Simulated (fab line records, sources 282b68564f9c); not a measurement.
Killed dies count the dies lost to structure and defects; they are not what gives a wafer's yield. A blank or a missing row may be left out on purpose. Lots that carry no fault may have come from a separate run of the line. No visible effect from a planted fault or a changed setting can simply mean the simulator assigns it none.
The tool behind it: which one? :: flow ritCmos :: 45 wafers from 15 lots sampled at 2 of the route's 202 steps

## WHAT EACH GAUGE READ, for each wafer
RIT_M1_OVL_MEAS_10. Usual: for M1_OVL the level is 0.7 nm and the standard deviation is 1.5.
lot: L624
measured: day 3 12:09
on: overlay-02
M1_OVL (nm): 3.1 3.6 1.9
flag: 

lot: L626
measured: day 3 21:59
on: overlay-01
M1_OVL (nm): -1.0 1.3 0.8
flag: 

lot: L627
measured: day 4 02:02
on: overlay-01
M1_OVL (nm): -1.2 -2.0 -0.8
flag: 

lot: L628
measured: day 4 06:59
on: overlay-01
M1_OVL (nm): 0.8 0.8 1.8
flag: 

lot: L629
measured: day 4 12:26
on: overlay-01
M1_OVL (nm): 0.3 1.6 1.2
flag: 

lot: L630
measured: day 4 17:14
on: overlay-01
M1_OVL (nm): -2.2 -2.2 -2.0
flag: 

lot: L631
measured: day 4 22:55
on: overlay-02
M1_OVL (nm): 0.4 1.0 1.7
flag: 

lot: L632
measured: day 5 03:10
on: overlay-02
M1_OVL (nm): 1.7 2.8 3.9
flag: 

lot: L633
measured: day 5 08:28
on: overlay-01
M1_OVL (nm): -0.4 0.9 1.3
flag: 

lot: L634
measured: day 5 13:01
on: overlay-01
M1_OVL (nm): 1.8 0.0 0.8
flag: 

lot: L635
measured: day 5 19:35
on: overlay-02
M1_OVL (nm): 0.7 1.2 1.0
flag: 

lot: L639
measured: day 6 13:46
on: overlay-01
M1_OVL (nm): 3.6 1.7 1.1
flag: 

lot: L640
measured: day 6 20:26
on: overlay-01
M1_OVL (nm): 241.8 242.6 239.2 240.2 241.4 238.2
flag: OFF

lot: L642
measured: day 7 05:04
on: overlay-02
M1_OVL (nm): 242.1 241.0 240.6 240.3 240.0 238.2
flag: OFF

lot: L644
measured: day 7 15:44
on: overlay-01
M1_OVL (nm): 240.3 241.5 241.9 238.6 239.5 240.8
flag: OFF

## WHICH TOOL RAN EACH LOT (tool, then ch and the chambers of the sampled wafers, then the start)
lot: L624
RIT_M1_EXPOSE_06: ilineStepper-02 ch 0, day 3 11:36

lot: L626
RIT_M1_EXPOSE_06: ilineStepper-01 ch 0, day 3 21:26

lot: L627
RIT_M1_EXPOSE_06: ilineStepper-01 ch 0, day 4 01:29

lot: L628
RIT_M1_EXPOSE_06: ilineStepper-02 ch 0, day 4 06:27

lot: L629
RIT_M1_EXPOSE_06: ilineStepper-02 ch 0, day 4 11:55

lot: L630
RIT_M1_EXPOSE_06: ilineStepper-01 ch 0, day 4 16:41

lot: L631
RIT_M1_EXPOSE_06: ilineStepper-02 ch 0, day 4 22:22

lot: L632
RIT_M1_EXPOSE_06: ilineStepper-01 ch 0, day 5 02:39

lot: L633
RIT_M1_EXPOSE_06: ilineStepper-01 ch 0, day 5 07:55

lot: L634
RIT_M1_EXPOSE_06: ilineStepper-01 ch 0, day 5 12:29

lot: L635
RIT_M1_EXPOSE_06: ilineStepper-02 ch 0, day 5 19:05

lot: L639
RIT_M1_EXPOSE_06: ilineStepper-01 ch 0, day 6 13:14

lot: L640
RIT_M1_EXPOSE_06: ilineStepper-02 ch 0, day 6 19:53

lot: L642
RIT_M1_EXPOSE_06: ilineStepper-02 ch 0, day 7 04:31

lot: L644
RIT_M1_EXPOSE_06: ilineStepper-02 ch 0, day 7 15:11
- RIT_M1_EXPOSE_06: exposes mask M12, target cd 2600 nm.

## AS READ BY THE TOOLS THEMSELVES (means over the sampled wafers that have a number; for cases with no such wafer, the mark the record gives instead)
RIT_M1_EXPOSE_06. Usual: focusOffsetNm -0.1 nm, standard deviation 0.58.
lot: L624
tool: ilineStepper-02
focusOffsetNm (nm): 0.2
flag: 

lot: L626
tool: ilineStepper-01
focusOffsetNm (nm): -1.0
flag: 

lot: L627
tool: ilineStepper-01
focusOffsetNm (nm): -0.7
flag: 

lot: L628
tool: ilineStepper-02
focusOffsetNm (nm): 0.6
flag: 

lot: L629
tool: ilineStepper-02
focusOffsetNm (nm): -0.1
flag: 

lot: L630
tool: ilineStepper-01
focusOffsetNm (nm): 0.1
flag: 

lot: L631
tool: ilineStepper-02
focusOffsetNm (nm): 0.2
flag: 

lot: L632
tool: ilineStepper-01
focusOffsetNm (nm): -0.4
flag: 

lot: L633
tool: ilineStepper-01
focusOffsetNm (nm): 0.4
flag: 

lot: L634
tool: ilineStepper-01
focusOffsetNm (nm): -0.2
flag: 

lot: L635
tool: ilineStepper-02
focusOffsetNm (nm): 0.6
flag: 

lot: L639
tool: ilineStepper-01
focusOffsetNm (nm): -0.2
flag: 

lot: L640
tool: ilineStepper-02
focusOffsetNm (nm): -0.7
flag: 

lot: L642
tool: ilineStepper-02
focusOffsetNm (nm): 0.1
flag: 

lot: L644
tool: ilineStepper-02
focusOffsetNm (nm): -0.9
flag: 

## THE ANSWER, worked out from the rows above alone
Rule: a lot is off if the mean of its wafers that have a number lies more than 3 standard deviations from the usual mean. Also off: a lot with no number at a reading for which 4 or more lots have one. The other lots that the step has rows for count as sound. First the gauges in route order, then the tools' own readings, where a lot's mean is used as printed above. The first step at which some lot is off is used, and at that step the reading that is off furthest; a lot without a number counts as furthest.
Off: L640, L642, L644, seen at RIT_M1_OVL_MEAS_10 (M1_OVL).
A tool fits if, at a process step before that reading, it ran every lot that is off, and no sound lot after the first of them. Those tools and the gauges at RIT_M1_OVL_MEAS_10 are tried in the same way. One fits: ilineStepper-02 at RIT_M1_EXPOSE_06. A fault onset in the window from L635 (day 5 19:05, its last sound lot) to L640 (day 6 19:53, its first lot off) fits.

## WHAT WAS PUT IN BY THE SIMULATOR
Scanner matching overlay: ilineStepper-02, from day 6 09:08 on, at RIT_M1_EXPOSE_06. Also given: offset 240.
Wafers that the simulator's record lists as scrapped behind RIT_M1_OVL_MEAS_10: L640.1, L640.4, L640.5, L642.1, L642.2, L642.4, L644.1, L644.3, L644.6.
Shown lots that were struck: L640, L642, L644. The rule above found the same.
